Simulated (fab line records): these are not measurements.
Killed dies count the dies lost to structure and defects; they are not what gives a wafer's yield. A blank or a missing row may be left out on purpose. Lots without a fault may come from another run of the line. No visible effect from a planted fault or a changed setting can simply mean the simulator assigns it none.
Commonality check across tools / flow rit cmos / Sampled: 13 lots, 39 wafers

REASON FOR OPENING
At RIT_M1_CD_MEAS_09 the reading cd nm is flagged on 1 of 13 lots. Wafers without a fault read 2600.0 nm, standard deviation 2.1.
Rule: a lot is flagged in two cases, either no wafer of it has a number, or all its wafers with numbers fall more than 4 standard deviations from that mean. The rest of the lots are taken to be sound.

lot=L374; measured=day 3 22:34; on=cd sem-02; cd nm (nm), wafer by wafer=2600.9 2602.0 2600.1; flag=
lot=L375; measured=day 4 05:49; on=cd sem-02; cd nm (nm), wafer by wafer=2601.8 2603.3 2601.9; flag=
lot=L376; measured=day 4 09:19; on=cd sem-02; cd nm (nm), wafer by wafer=2597.5 2598.3 2597.0; flag=
lot=L377; measured=day 4 13:11; on=cd sem-02; cd nm (nm), wafer by wafer=2602.9 2601.6 2604.6; flag=
lot=L378; measured=day 4 16:08; on=cd sem-02; cd nm (nm), wafer by wafer=2750.7 2749.7 2748.8; flag=FLAGGED
lot=L379; measured=day 4 20:05; on=cd sem-01; cd nm (nm), wafer by wafer=2600.2 2599.6 2602.3; flag=
lot=L380; measured=day 5 04:57; on=cd sem-02; cd nm (nm), wafer by wafer=2599.5 2598.7 2600.3; flag=
lot=L382; measured=day 5 21:22; on=cd sem-02; cd nm (nm), wafer by wafer=2600.0 2599.1 2599.8; flag=
lot=L386; measured=day 6 17:46; on=cd sem-01; cd nm (nm), wafer by wafer=2599.6 2600.6 2603.0; flag=
lot=L390; measured=day 7 12:20; on=cd sem-02; cd nm (nm), wafer by wafer=2602.2 2599.7 2600.9; flag=
lot=L392; measured=day 7 16:37; on=cd sem-01; cd nm (nm), wafer by wafer=2602.6 2601.1 2600.3; flag=
lot=L393; measured=day 7 23:46; on=cd sem-01; cd nm (nm), wafer by wafer=2598.8 2597.4 2597.4; flag=
lot=L394; measured=day 8 05:08; on=cd sem-02; cd nm (nm), wafer by wafer=2602.0 2600.6 2601.0; flag=
The mean of the flagged lots' numbers is 2749.7 nm, +149.7 nm from the usual (+71 standard deviations).

TOOL THAT RAN EACH LOT
The record holds 1 process step before the reading, out of a route of 202 steps. Every cell lists first the tool, next ch and the chambers used by the sampled wafers, and last the start.
lot=L374; flag=; RIT_M1_EXPOSE_06=iline stepper-02 ch 0, day 3 21:55
lot=L375; flag=; RIT_M1_EXPOSE_06=iline stepper-02 ch 0, day 4 05:23
lot=L376; flag=; RIT_M1_EXPOSE_06=iline stepper-02 ch 0, day 4 08:53
lot=L377; flag=; RIT_M1_EXPOSE_06=iline stepper-02 ch 0, day 4 12:46
lot=L378; flag=FLAGGED; RIT_M1_EXPOSE_06=iline stepper-02 ch 0, day 4 15:43
lot=L379; flag=; RIT_M1_EXPOSE_06=iline stepper-02 ch 0, day 4 19:38
lot=L380; flag=; RIT_M1_EXPOSE_06=iline stepper-01 ch 0, day 5 04:31
lot=L382; flag=; RIT_M1_EXPOSE_06=iline stepper-01 ch 0, day 5 20:56
lot=L386; flag=; RIT_M1_EXPOSE_06=iline stepper-01 ch 0, day 6 17:17
lot=L390; flag=; RIT_M1_EXPOSE_06=iline stepper-02 ch 0, day 7 11:55
lot=L392; flag=; RIT_M1_EXPOSE_06=iline stepper-02 ch 0, day 7 16:04
lot=L393; flag=; RIT_M1_EXPOSE_06=iline stepper-01 ch 0, day 7 23:20
lot=L394; flag=; RIT_M1_EXPOSE_06=iline stepper-01 ch 0, day 8 04:37
What these steps do:
- RIT_M1_EXPOSE_06: exposes mask M12, target cd 2600 nm.
- RIT_M1_CD_MEAS_09: target cd 2600 nm.

FLAGGED OVER TOTAL, TOOL BY TOOL (the gauges that took the reading come last)
step=RIT_M1_EXPOSE_06; tool=iline stepper-01; lots run=5; flagged=0; share of the flagged lots=none; sound lots run after its first flagged lot=-
step=RIT_M1_EXPOSE_06; tool=iline stepper-02; lots run=8; flagged=1; share of the flagged lots=all; sound lots run after its first flagged lot=3 (L379,L390,L392)
step=RIT_M1_CD_MEAS_09; tool=cd sem-01; lots run=4; flagged=0; share of the flagged lots=none; sound lots run after its first flagged lot=-
step=RIT_M1_CD_MEAS_09; tool=cd sem-02; lots run=9; flagged=1; share of the flagged lots=all; sound lots run after its first flagged lot=4 (L380,L382,L390,L394)

WHAT IS ALLOWED BY THE TABLE
Every flagged lot went through 2 rows of the table: iline stepper-02 at RIT_M1_EXPOSE_06 and cd sem-02 at RIT_M1_CD_MEAS_09.
- iline stepper-02 at RIT_M1_EXPOSE_06 ran 8 lots, 1 of them flagged. After the first flagged lot (L379, L390, L392), sound lots still ran on it; a lasting fault on the whole tool would not permit that.
- cd sem-02 at RIT_M1_CD_MEAS_09 ran 9 lots, 1 of them flagged. After the first flagged lot (L380, L382, L390, L394), sound lots still ran on it; a lasting fault on the whole tool would not permit that.
Not one row of the table ran every flagged lot while running no sound lot after the first.

WHAT THE SIMULATOR HAD PUT IN
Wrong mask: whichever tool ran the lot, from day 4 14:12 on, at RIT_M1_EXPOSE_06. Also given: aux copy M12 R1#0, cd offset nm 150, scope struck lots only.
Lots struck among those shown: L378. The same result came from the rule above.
